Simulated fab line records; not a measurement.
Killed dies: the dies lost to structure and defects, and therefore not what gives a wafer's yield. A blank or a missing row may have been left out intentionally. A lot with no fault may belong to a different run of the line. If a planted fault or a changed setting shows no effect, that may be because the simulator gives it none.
fab line records	flow rit_cmos
[record] lots = 5	wafers = 23
route steps=202 shown PLDD@122 SPACER@125 NSD@132 PSD@143 SDANNEAL@153 NLDD@160 M1@184
start_h: start of the lot's first displayed wafer, in hours after the record's first day	wait_h: hours elapsed since this lot's preceding step	" unchanged from the row above	L1.1+2: a row that stands for several wafers	- no value, or no start was given	* or withheld: withheld	< > ~ a bound
route shown NAME@n: NAME is a module with steps in the file, n the number in the route of the first one	usual: mean and standard deviation over wafers with no fault	same: alike in all rows	chamber/n: place in a boat	sites: per-site readings	_std_site: standard deviation of those values	_edge_site: outer sites' mean less inner sites'	radius_mm: how far each site lies from the wafer's centre	mask NAME#n: copy n	behind: the most recent tool/chamber to have shaped the wafer	hold: why the lot went on hold/how many hours it stayed there/how the hold came to an end	device: the transistor (n, p or np) that didn't switch	end of line: the tests these same wafers got at the end of their route	a step with no rows: only its recipe	killed: not the wafer's yield, but the dies lost to structure and defects at the first sort	map: a wafer's dies, x killed, . not, _ none there
set.NAME: the setting that was run; set.NAME@STEP: the one run at that earlier step	model.NAME: the simulator's own value behind a step, which no gauge read
lots with deliberately changed settings; one table per step, one row per wafer
[[steps]]
[step RIT_PLDD_IMPLANT_08]
[recipe] species = BF2	energy_kev = 20	dose_cm2 = 9e+14	tilt_deg = 7
lot.wafer	tool	chamber	start_h	wait_h	set.energy_kev	model.implant.drp_nm
L074.1+2+5	implanter-02	0	47.41	0.1	19.61	9.618
L074.3+4	"	0	"	"	20	9.752
L081.1+2	implanter-01	0	84.01	0.1	19.13	9.452
L081.3+4+5	"	0	"	"	20	9.752
L083.1+2	implanter-03	0	93.43	0.1	20	9.752
L083.3+5+6	"	0	"	"	18.87	9.361
L084.3+5+6	implanter-03	0	97.31	0.1	20	9.752
L085.1+3+4	implanter-02	0	104.99	0.1	19.29	9.507
L085.2+6	"	0	"	"	20	9.752
[step RIT_PLDD_STRIP_09]
[recipe] chemistry = O2	time_s = 180	resist = NOVOLAK	platen_temp_c = withheld	power_w = 500	pressure_mtorr = 4000	o2_flow_sccm = 4000
[step RIT_SPACER_CLEAN_00]
[recipe] chemistry = SC1	mix = 3:3:50	time_s = 600	temp_c = 75
lot.wafer	tool	chamber	start_h	wait_h	set.temp_c@REOX_OXIDATION_03	model.SiO2_of_REOX_OXIDATION_03.thk_nm
L074.1+4	wet_bench-01	2	47.79	0.1	889.8	21.16
L074.2	"	2	"	"	889.8	21
L074.3	"	2	"	"	889.8	21.62
L074.5	"	2	"	"	889.8	21.36
L081.1	wet_bench-01	1	84.40	0.1	883.3	19.3
L081.2	"	1	"	"	883.3	19.48
L081.3	"	1	"	"	883.3	19.04
L081.4	"	1	"	"	883.3	19.31
L081.5	"	1	"	"	883.3	19.62
L083.1	wet_bench-02	2	93.82	0.1	892.5	21.9
L083.2	"	2	"	"	892.5	21.91
L083.3	"	2	"	"	892.5	22.05
L083.5	"	2	"	"	892.5	21.72
L083.6	"	2	"	"	892.5	21.93
L084.3	wet_bench-01	2	97.65	0.0	900	23.2
L084.5	"	2	"	"	900	23.33
L084.6	"	2	"	"	900	23.18
L085.1	wet_bench-01	3	105.37	0.1	900	23.38
L085.2	"	3	"	"	900	23.5
L085.3	"	3	"	"	900	23.19
L085.4	"	3	"	"	900	23.36
L085.6	"	3	"	"	900	23.42
[step RIT_NSD_COAT_01]
[recipe] resist = NOVOLAK	spin_rpm = 3250	resist_thk_nm = 1000
lot.wafer	tool	chamber	start_h	wait_h	set.resist_thk_nm	model.NOVOLAK_of_NSD_COAT_01.thk_nm
L074.1	litho_track-03	0	51.33	0.1	970.2	971.2
L074.2	"	0	"	"	1000	1002
L074.3	"	0	"	"	1000	1004
L074.4	"	0	"	"	1000	1005
L074.5	"	0	"	"	970.2	972.8
L081.1	litho_track-02	0	87.04	0.1	1000	999.3
L081.2+5	"	0	"	"	1000	1001
L081.3	"	0	"	"	1000	1002
L081.4	"	0	"	"	1000	999.9
L083.1+3	litho_track-02	0	96.48	0.1	1000	1003
L083.2	"	0	"	"	1000	1006
L083.5	"	0	"	"	1000	1004
L083.6	"	0	"	"	1000	1005
L084.3+6	litho_track-01	0	102.53	0.1	1000	1001
L084.5	"	0	"	"	1000	1000
L085.1+2	litho_track-01	0	108.03	0.1	1000	1001
L085.3	"	0	"	"	1048	1047
L085.4	"	0	"	"	1000	1004
L085.6	"	0	"	"	1048	1049
[step RIT_NSD_SOFTBAKE_02]
[recipe] resist = NOVOLAK	temp_c = 90	time_s = 60
[step RIT_NSD_EXPOSE_03]
[recipe] mask_id = M9	na = 0.57	target_cd_nm = 40700	dose_mj = 250
[step RIT_NSD_DEVELOP_05]
[recipe] resist = NOVOLAK	develop_time_s = 50	dev_temp_c = 23
[step RIT_NSD_HARDBAKE_07]
[recipe] resist = NOVOLAK	temp_c = 140	time_s = 60
lot.wafer	tool	chamber	start_h	wait_h	set.resist_thk_nm@NSD_COAT_01	model.NOVOLAK_of_NSD_COAT_01.thk_nm
L074.1	litho_track-02	0	52.27	0.1	970.2	858.5
L074.2	"	0	"	"	1000	885.7
L074.3	"	0	"	"	1000	886.9
L074.4	"	0	"	"	1000	888.2
L074.5	"	0	"	"	970.2	859.9
L081.1	litho_track-02	0	87.90	0.0	1000	883.2
L081.2	"	0	"	"	1000	884.3
L081.3	"	0	"	"	1000	885.6
L081.4	"	0	"	"	1000	883.6
L081.5	"	0	"	"	1000	884.5
L083.1	litho_track-03	0	97.34	0.0	1000	886.4
L083.2	"	0	"	"	1000	888.8
L083.3	"	0	"	"	1000	886.2
L083.5	"	0	"	"	1000	887.3
L083.6	"	0	"	"	1000	887.7
L084.3	litho_track-03	0	103.42	0.1	1000	884.3
L084.5	"	0	"	"	1000	883.8
L084.6	"	0	"	"	1000	884.9
L085.1	litho_track-01	0	108.92	0.0	1000	885
L085.2	"	0	"	"	1000	884.9
L085.3	"	0	"	"	1048	924.7
L085.4	"	0	"	"	1000	887
L085.6	"	0	"	"	1048	926.3
[step RIT_PSD_COAT_01]
[recipe] resist = NOVOLAK	spin_rpm = 3250	resist_thk_nm = 1000
lot.wafer	tool	chamber	start_h	wait_h	set.resist_thk_nm	model.NOVOLAK_of_PSD_COAT_01.thk_nm
L074.1+4	litho_track-02	0	52.95	0.1	1000	1000
L074.2	"	0	"	"	1000	1001
L074.3	"	0	"	"	1000	998
L074.5	"	0	"	"	1000	999.6
L081.1+2	litho_track-02	0	88.59	0.1	1000	1005
L081.3+5	"	0	"	"	1000	1004
L081.4	"	0	"	"	1000	1006
L083.1	litho_track-02	0	98.02	0.1	1000	999.8
L083.2	"	0	"	"	1000	1001
L083.3	"	0	"	"	1055	1056
L083.5	"	0	"	"	1055	1060
L083.6	"	0	"	"	1000	999.9
L084.3	litho_track-04	0	104.19	0.1	1000	998.5
L084.5	"	0	"	"	1000	997.4
L084.6	"	0	"	"	1000	995.4
L085.1	litho_track-04	0	109.61	0.1	949	947
L085.2	"	0	"	"	1000	998.3
L085.3	"	0	"	"	1000	1002
L085.4	"	0	"	"	949	944.9
L085.6	"	0	"	"	949	947.2
[step RIT_PSD_DEVELOP_05]
[recipe] resist = NOVOLAK	develop_time_s = 50	dev_temp_c = 23
lot.wafer	tool	chamber	start_h	wait_h	set.develop_time_s
L074.1+2	litho_track-02	0	-	-	44.74
L074.3+4+5	"	0	"	"	50
L081.1+4	litho_track-02	0	-	-	43.81
L081.2+3+5	"	0	"	"	50
L083.1+3+5	litho_track-02	0	-	-	54.22
L083.2+6	"	0	"	"	50
L084.3+5+6	litho_track-01	0	-	-	50
L085.1+2	litho_track-04	0	-	-	46.37
L085.3+4+6	"	0	"	"	50
[step RIT_PSD_HARDBAKE_07]
[recipe] resist = NOVOLAK	temp_c = 140	time_s = 60
lot.wafer	tool	chamber	start_h	wait_h	set.resist_thk_nm@PSD_COAT_01	model.NOVOLAK_of_PSD_COAT_01.thk_nm
L074.1+4	litho_track-04	0	53.69	0.0	1000	884
L074.2	"	0	"	"	1000	885
L074.3	"	0	"	"	1000	882
L074.5	"	0	"	"	1000	883.5
L081.1	litho_track-04	0	89.45	0.0	1000	887.9
L081.2	"	0	"	"	1000	888.3
L081.3	"	0	"	"	1000	887.7
L081.4	"	0	"	"	1000	889.4
L081.5	"	0	"	"	1000	887.5
L083.1	litho_track-01	0	98.76	0.0	1000	883.5
L083.2	"	0	"	"	1000	884.3
L083.3	"	0	"	"	1055	933.1
L083.5	"	0	"	"	1055	936.4
L083.6	"	0	"	"	1000	883.7
L084.3	litho_track-01	0	105.04	0.2	1000	882.5
L084.5	"	0	"	"	1000	881.4
L084.6	"	0	"	"	1000	879.8
L085.1	litho_track-02	0	110.34	0.0	949	837.4
L085.2	"	0	"	"	1000	882.3
L085.3	"	0	"	"	1000	885.2
L085.4	"	0	"	"	949	835.5
L085.6	"	0	"	"	949	837.6
[step RIT_SDANNEAL_CLEAN_00]
[recipe] chemistry = SC1	mix = 3:3:50	time_s = 600	temp_c = 75
lot.wafer	tool	chamber	start_h	wait_h	set.temp_c
L074.1+2+3+4+5	-	-	-	0.1	77.22
L081.1+2+3+4+5	-	-	-	0.1	73.81
L083.1+2+3+5+6	-	-	-	0.1	72.46
L084.3+5+6	wet_bench-01	2	105.55	0.1	75
L085.1+2+3+4+6	-	-	-	0.1	76.35
[step RIT_SDANNEAL_CLEAN_01]
[recipe] chemistry = dHF	dilution = 50:1	time_s = 30
[step RIT_SDANNEAL_CLEAN_02]
[recipe] chemistry = SC2	mix = 3:3:50	time_s = 600	temp_c = 75	dry = n2_spin
[step RIT_SDANNEAL_RS_MEAS_06]
[recipe] thk_meas_gauge = four-point-probe
[usual] PLDD_RS = 178.6/0.54
lot.wafer	tool	chamber	start_h	wait_h	set.energy_kev@PLDD_IMPLANT_08	PLDD_RS[ohm/sq]
L074.1	film_metro-02	-	54.89	0.1	19.61	179.6
L074.2	"	-	"	"	19.61	179.9
L074.3	"	-	"	"	20	178.5
L074.4	"	-	"	"	20	178.2
L074.5	"	-	"	"	19.61	179.9
L081.1	film_metro-03	-	90.65	0.1	19.13	180.9
L081.2	"	-	"	"	19.13	181.8
L081.3	"	-	"	"	20	179.2
L081.4	"	-	"	"	20	178.8
L081.5	"	-	"	"	20	178.6
L083.1	film_metro-04	-	99.99	0.1	20	178.8
L083.2	"	-	"	"	20	178.6
L083.3	"	-	"	"	18.87	181.8
L083.5	"	-	"	"	18.87	182.8
L083.6	"	-	"	"	18.87	181.9
L084.3	film_metro-02	-	106.25	0.1	20	178.6
L084.5	"	-	"	"	20	178.6
L084.6	"	-	"	"	20	178.4
L085.1	film_metro-02	-	111.54	0.1	19.29	179.7
L085.2	"	-	"	"	20	177.8
L085.3	"	-	"	"	19.29	180.1
L085.4	"	-	"	"	19.29	179.9
L085.6	"	-	"	"	20	178.0
[step RIT_SDANNEAL_RS_MEAS_07]
[recipe] thk_meas_gauge = four-point-probe
[usual] NLDD_RS = 151.5/0.67
lot.wafer	tool	chamber	start_h	wait_h	set.dose_cm2@NLDD_IMPLANT_08	NLDD_RS[ohm/sq]
L074.1	film_metro-02	-	55.01	0.1	5e+14	151.9
L074.2	"	-	"	"	4.846e+14	155.1
L074.3	"	-	"	"	5e+14	152.1
L074.4	"	-	"	"	4.846e+14	155.6
L074.5	"	-	"	"	4.846e+14	156.0
L081.1	film_metro-03	-	90.77	0.1	4.656e+14	160.5
L081.2	"	-	"	"	5e+14	151.2
L081.3	"	-	"	"	5e+14	151.4
L081.4	"	-	"	"	5e+14	151.4
L081.5	"	-	"	"	4.656e+14	160.0
L083.1	film_metro-04	-	100.11	0.1	5e+14	151.0
L083.2	"	-	"	"	5e+14	151.2
L083.3	"	-	"	"	5.172e+14	147.2
L083.5	"	-	"	"	5e+14	151.3
L083.6	"	-	"	"	5.172e+14	146.7
L084.3	film_metro-02	-	106.37	0.1	5e+14	151.9
L084.5	"	-	"	"	5e+14	151.7
L084.6	"	-	"	"	5e+14	152.2
L085.1	film_metro-02	-	111.66	0.1	5e+14	151.5
L085.2	"	-	"	"	5e+14	152.0
L085.3	"	-	"	"	5e+14	151.5
L085.4	"	-	"	"	5e+14	151.7
L085.6	"	-	"	"	5e+14	151.6
[step RIT_M1_SPUTTER_00]
[recipe] material = Al	target_thk_nm = 400	power_w = 2000	chamber_pressure_pa = 0.4	gas = Ar	time_s = 500	substrate_temp_c = 25
lot.wafer	tool	chamber	start_h	wait_h	set.power_w	model.Al_of_M1_SPUTTER_00.thk_nm
L074.1	pvd_sputter-02	-	57.99	0.0	1869	364.4
L074.2	"	-	"	"	1869	366.2
L074.3	"	-	"	"	1869	366.8
L074.4	"	-	"	"	2000	394.2
L074.5	"	-	"	"	2000	390.6
L081.1	pvd_sputter-01	-	93.77	0.0	1841	369.5
L081.2	"	-	"	"	2000	402.1
L081.3	"	-	"	"	2000	404.7
L081.4	"	-	"	"	2000	401.3
L081.5	"	-	"	"	1841	369.9
L083.1	pvd_sputter-01	-	103.06	0.0	1879	367.6
L083.2	"	-	"	"	1879	376
L083.3	"	-	"	"	1879	375.8
L083.5	"	-	"	"	2000	392.5
L083.6	"	-	"	"	2000	400
L084.3	pvd_sputter-02	-	109.49	0.0	2000	392.2
L084.5	"	-	"	"	2000	394.3
L084.6	"	-	"	"	2000	396.5
L085.1	pvd_sputter-01	-	114.64	0.0	2000	398.8
L085.2	"	-	"	"	2000	397.9
L085.3	"	-	"	"	2000	395.7
L085.4	"	-	"	"	2000	392.9
L085.6	"	-	"	"	2000	392.3
[step RIT_M1_RS_MEAS_01]
[recipe] thk_meas_gauge = four-point-probe	reads = Al_of_M1_SPUTTER_00
[usual] M1_AL_RS = 0.0737/0.00077
lot.wafer	tool	chamber	start_h	wait_h	set.power_w@M1_SPUTTER_00	M1_AL_RS[ohm/sq]
L074.1	film_metro-04	-	58.29	0.1	1869	0.0807
L074.2	"	-	"	"	1869	0.0804
L074.3	"	-	"	"	1869	0.0801
L074.4	"	-	"	"	2000	0.0744
L074.5	"	-	"	"	2000	0.0751
L081.1	film_metro-04	-	94.07	0.1	1841	0.0797
L081.2	"	-	"	"	2000	0.0730
L081.3	"	-	"	"	2000	0.0725
L081.4	"	-	"	"	2000	0.0730
L081.5	"	-	"	"	1841	0.0796
L083.1	film_metro-03	-	103.36	0.1	1879	0.0799
L083.2	"	-	"	"	1879	0.0783
L083.3	"	-	"	"	1879	0.0781
L083.5	"	-	"	"	2000	0.0748
L083.6	"	-	"	"	2000	0.0733
L084.3	film_metro-02	-	109.82	0.2	2000	0.0748
L084.5	"	-	"	"	2000	0.0746
L084.6	"	-	"	"	2000	0.0739
L085.1	film_metro-02	-	114.94	0.1	2000	0.0734
L085.2	"	-	"	"	2000	0.0738
L085.3	"	-	"	"	2000	0.0742
L085.4	"	-	"	"	2000	0.0747
L085.6	"	-	"	"	2000	0.0748
[step RIT_M1_THK_MEAS_02]
[recipe] thk_meas_gauge = xrf	reads = Al_of_M1_SPUTTER_00
[usual] M1_AL_THK = 398/4.9
lot.wafer	tool	chamber	start_h	wait_h	set.power_w@M1_SPUTTER_00	M1_AL_THK[nm]
L074.1	film_metro-04	-	58.41	0.1	1869	365
L074.2	"	-	"	"	1869	366
L074.3	"	-	"	"	1869	368
L074.4	"	-	"	"	2000	393
L074.5	"	-	"	"	2000	391
L081.1	film_metro-04	-	94.19	0.1	1841	372
L081.2	"	-	"	"	2000	406
L081.3	"	-	"	"	2000	405
L081.4	"	-	"	"	2000	404
L081.5	"	-	"	"	1841	375
L083.1	film_metro-03	-	103.48	0.1	1879	365
L083.2	"	-	"	"	1879	374
L083.3	"	-	"	"	1879	374
L083.5	"	-	"	"	2000	389
L083.6	"	-	"	"	2000	395
L084.3	film_metro-02	-	109.92	0.1	2000	391
L084.5	"	-	"	"	2000	393
L084.6	"	-	"	"	2000	394
L085.1	film_metro-02	-	115.06	0.1	2000	399
L085.2	"	-	"	"	2000	398
L085.3	"	-	"	"	2000	393
L085.4	"	-	"	"	2000	392
L085.6	"	-	"	"	2000	393
[step RIT_M1_COAT_04]
[recipe] resist = NOVOLAK	spin_rpm = 2000	resist_thk_nm = 1300
lot.wafer	tool	chamber	start_h	wait_h	set.resist_thk_nm	model.NOVOLAK_of_M1_COAT_04.thk_nm
L074.1	litho_track-04	0	58.62	0.1	1300	-
L074.2+3	"	0	"	"	1265	-
L074.4	"	0	"	"	1300	1302
L074.5	"	0	"	"	1265	1270
L081.1+5	litho_track-01	0	94.43	0.1	1300	-
L081.2	"	0	"	"	1300	1302
L081.3+4	"	0	"	"	1300	1303
L083.1	litho_track-04	0	103.69	0.1	1300	-
L083.2+3	"	0	"	"	1329	-
L083.5	"	0	"	"	1300	1300
L083.6	"	0	"	"	1300	1299
L084.3	litho_track-01	0	110.16	0.1	1300	1302
L084.5	"	0	"	"	1300	1298
L084.6	"	0	"	"	1300	1297
L085.1	litho_track-04	0	115.27	0.1	1355	1355
L085.2	"	0	"	"	1300	1298
L085.3	"	0	"	"	1300	1302
L085.4	"	0	"	"	1300	1301
L085.6	"	0	"	"	1355	1357
[step RIT_M1_PROBE_99]
[usual] killed_at_contacts = 0.1/0.3	killed_at_front_end = 7/3	killed_dies = 7/3	killed_open = 3.3/1.9	killed_short = 3.3/2
[same] gross_dies = 264	killed_at_M0_to_M3 = 0	killed_at_M4_up = 0	killed_at_back_side = 0	killed_at_other = 0
lot.wafer	tool	chamber	start_h	wait_h	set.energy_kev@PLDD_IMPLANT_08	killed_at_contacts	killed_at_front_end	killed_dies	killed_open	killed_short	model.etest.pldd.rs_ohm_sq
L074.1	prober-01	-	62.15	0.1	19.61	0	3	3	1	2	459.6
L074.2	prober-01	-	62.20	0.1	19.61	0	5	5	1	4	461.8
L074.3	prober-01	-	62.25	0.2	20	1	1	2	2	0	464.7
L074.4	prober-01	-	62.30	0.2	20	0	8	8	3	5	448.9
L074.5	prober-01	-	62.35	0.2	19.61	0	5	5	1	4	476.6
L081.1	prober-02	-	98.14	0.1	19.13	0	9	9	5	4	360.4
L081.2	prober-02	-	98.19	0.1	19.13	0	7	7	5	2	362.3
L081.3	prober-02	-	98.24	0.2	20	0	3	3	3	0	330.8
L081.4	prober-02	-	98.29	0.2	20	0	7	7	6	1	340.6
L081.5	prober-02	-	98.34	0.2	20	0	4	4	3	1	347
L083.1	prober-02	-	107.28	0.1	20	1	8	9	4	5	448.4
L083.2	prober-02	-	107.33	0.1	20	0	7	7	5	2	448.4
L083.3	prober-02	-	107.38	0.2	18.87	0	11	11	5	6	507.2
L083.5	prober-02	-	107.48	0.2	18.87	0	6	6	1	5	489.4
L083.6	prober-02	-	107.53	0.2	18.87	0	8	8	7	1	499.5
L084.3	prober-01	-	113.60	0.2	20	0	10	10	6	4	465.1
L084.5	prober-01	-	113.70	0.2	20	0	11	11	8	3	478.7
L084.6	prober-01	-	113.75	0.2	20	0	11	11	5	6	465.2
L085.1	prober-02	-	118.66	0.1	19.29	0	4	4	3	1	611.9
L085.2	prober-02	-	118.71	0.1	20	0	9	9	1	1	578.2
L085.3	prober-02	-	118.76	0.2	19.29	1	2	3	1	2	604.7
L085.4	prober-02	-	118.81	0.2	19.29	0	3	3	3	0	612.8
L085.6	prober-02	-	118.91	0.2	20	0	11	11	8	3	570
// killed by level:class
L074.1 GATE:geometric_particle:short=2 SILICIDE:geometric_particle:open=1
L074.2 SILICIDE:geometric_particle:short=2 GATE:geometric_particle:short=1 REOX:geometric_particle:open=1 REOX:geometric_particle:short=1
L074.3 REOX:geometric_particle:open=1 CONTACT:geometric_particle:open=1
L074.4 REOX:geometric_particle:short=3 GATE:geometric_particle:open=2 GATE:geometric_particle:short=1 SPACER:geometric_particle:short=1 SILICIDE:geometric_particle:open=1
L074.5 REOX:geometric_particle:short=2 GATE:geometric_particle:open=1 SPACER:geometric_particle:short=1 SILICIDE:geometric_particle:short=1
L081.1 GATE:geometric_particle:open=4 FOX1:geometric_particle:short=1 FOX2:geometric_particle:short=1 GATE:geometric_particle:short=1 SPACER:geometric_particle:open=1 SILICIDE:geometric_particle:short=1
L081.2 GATE:geometric_particle:open=2 SILICIDE:geometric_particle:open=2 FOX2:geometric_particle:open=1 GATE:geometric_particle:short=1 SILICIDE:geometric_particle:short=1
L081.3 REOX:geometric_particle:open=1 SPACER:geometric_particle:open=1 SILICIDE:geometric_particle:open=1
L081.4 REOX:geometric_particle:open=2 SPACER:geometric_particle:open=2 FOX1:geometric_particle:open=1 SILICIDE:geometric_particle:short=1 SILICIDE:geometric_particle:open=1
L081.5 GATE:geometric_particle:open=1 GATE:geometric_particle:short=1 REOX:geometric_particle:open=1 SPACER:geometric_particle:open=1
L083.1 GATE:geometric_particle:short=3 SPACER:geometric_particle:open=2 GATE:geometric_particle:open=1 REOX:geometric_particle:short=1 SILICIDE:geometric_particle:open=1 CONTACT:geometric_particle:short=1
L083.2 REOX:geometric_particle:open=2 SILICIDE:geometric_particle:open=2 GATE:geometric_particle:open=1 GATE:geometric_particle:short=1 REOX:geometric_particle:short=1
L083.3 GATE:geometric_particle:short=3 SILICIDE:geometric_particle:open=3 SILICIDE:geometric_particle:short=2 FOX1:geometric_particle:short=1 GATE:geometric_particle:open=1 SPACER:geometric_particle:open=1
L083.5 GATE:geometric_particle:short=3 FOX1:geometric_particle:open=1 FOX1:geometric_particle:short=1 SILICIDE:geometric_particle:short=1
L083.6 GATE:geometric_particle:open=3 FOX2:geometric_particle:open=2 SILICIDE:geometric_particle:open=2 GATE:geometric_particle:short=1
L084.3 SILICIDE:geometric_particle:open=4 FOX1:geometric_particle:short=2 REOX:geometric_particle:open=2 SPACER:geometric_particle:short=2
L084.5 SPACER:geometric_particle:open=4 SILICIDE:geometric_particle:open=2 FOX2:geometric_particle:open=1 GATE:geometric_particle:short=1 GATE:geometric_particle:open=1 SPACER:geometric_particle:short=1 SILICIDE:geometric_particle:short=1
L084.6 GATE:geometric_particle:short=2 SPACER:geometric_particle:short=2 SPACER:geometric_particle:open=2 SILICIDE:geometric_particle:open=2 FOX1:geometric_particle:short=1 FOX1:geometric_particle:open=1 SILICIDE:geometric_particle:short=1
L085.1 GATE:geometric_particle:open=2 REOX:geometric_particle:short=1 REOX:geometric_particle:open=1
L085.2 GATE:area_develop=7 FOX2:geometric_particle:short=1 SILICIDE:geometric_particle:open=1
L085.3 FOX2:geometric_particle:short=1 GATE:geometric_particle:short=1 CONTACT:geometric_particle:open=1
L085.4 REOX:geometric_particle:open=3
L085.6 GATE:geometric_particle:open=3 SPACER:geometric_particle:open=2 SILICIDE:geometric_particle:open=2 FOX1:geometric_particle:short=1 FOX1:geometric_particle:open=1 GATE:geometric_particle:short=1 SILICIDE:geometric_particle:short=1
[[key]]
[split] step = RIT_PLDD_IMPLANT_08	setting = energy_kev	stated = 20	by = wafer
[response] step = RIT_PLDD_IMPLANT_08	reading = model.implant.drp_nm	change = +0.069	per = 1%	r = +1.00
[response] step = RIT_SDANNEAL_RS_MEAS_06	reading = PLDD_RS	change = -0.601	per = 1%	r = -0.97
[response] step = RIT_M1_PROBE_99	reading = model.etest.pldd.rs_ohm_sq	change = -7.79	per = 1%	r = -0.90
[split] step = RIT_NSD_COAT_01	setting = resist_thk_nm	stated = 1000	by = wafer
[response] step = RIT_NSD_COAT_01	reading = model.NOVOLAK_of_NSD_COAT_01.thk_nm	change = +9.81	per = 1%	r = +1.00
[response] step = RIT_NSD_HARDBAKE_07	reading = model.NOVOLAK_of_NSD_COAT_01.thk_nm	change = +8.59	per = 1%	r = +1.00
[split] step = RIT_PSD_COAT_01	setting = resist_thk_nm	stated = 1000	by = wafer
[response] step = RIT_PSD_COAT_01	reading = model.NOVOLAK_of_PSD_COAT_01.thk_nm	change = +10.5	per = 1%	r = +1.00
[response] step = RIT_PSD_HARDBAKE_07	reading = model.NOVOLAK_of_PSD_COAT_01.thk_nm	change = +9.23	per = 1%	r = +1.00
[split] step = RIT_PSD_DEVELOP_05	setting = develop_time_s	stated = 50	by = wafer
response none clear
[split] step = RIT_SDANNEAL_CLEAN_00	setting = temp_c	stated = 75	by = lot
response none clear
[split] step = RIT_M1_SPUTTER_00	setting = power_w	stated = 2000	by = wafer
[response] step = RIT_M1_SPUTTER_00	reading = model.Al_of_M1_SPUTTER_00.thk_nm	change = +4.04	per = 1%	r = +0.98
[response] step = RIT_M1_RS_MEAS_01	reading = M1_AL_RS	change = -0.000836	per = 1%	r = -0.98
[response] step = RIT_M1_THK_MEAS_02	reading = M1_AL_THK	change = +3.87	per = 1%	r = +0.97
[split] step = RIT_M1_COAT_04	setting = resist_thk_nm	stated = 1300	by = wafer
[response] step = RIT_M1_COAT_04	reading = model.NOVOLAK_of_M1_COAT_04.thk_nm	change = +13	per = 1%	r = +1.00
split outside_this_file step=RIT_REOX_OXIDATION_03 setting=temp_c
split outside_this_file step=RIT_NLDD_IMPLANT_08 setting=dose_cm2
// split outside_this_file: this setting was split too, and the file shows its column; the key of that split is in another file
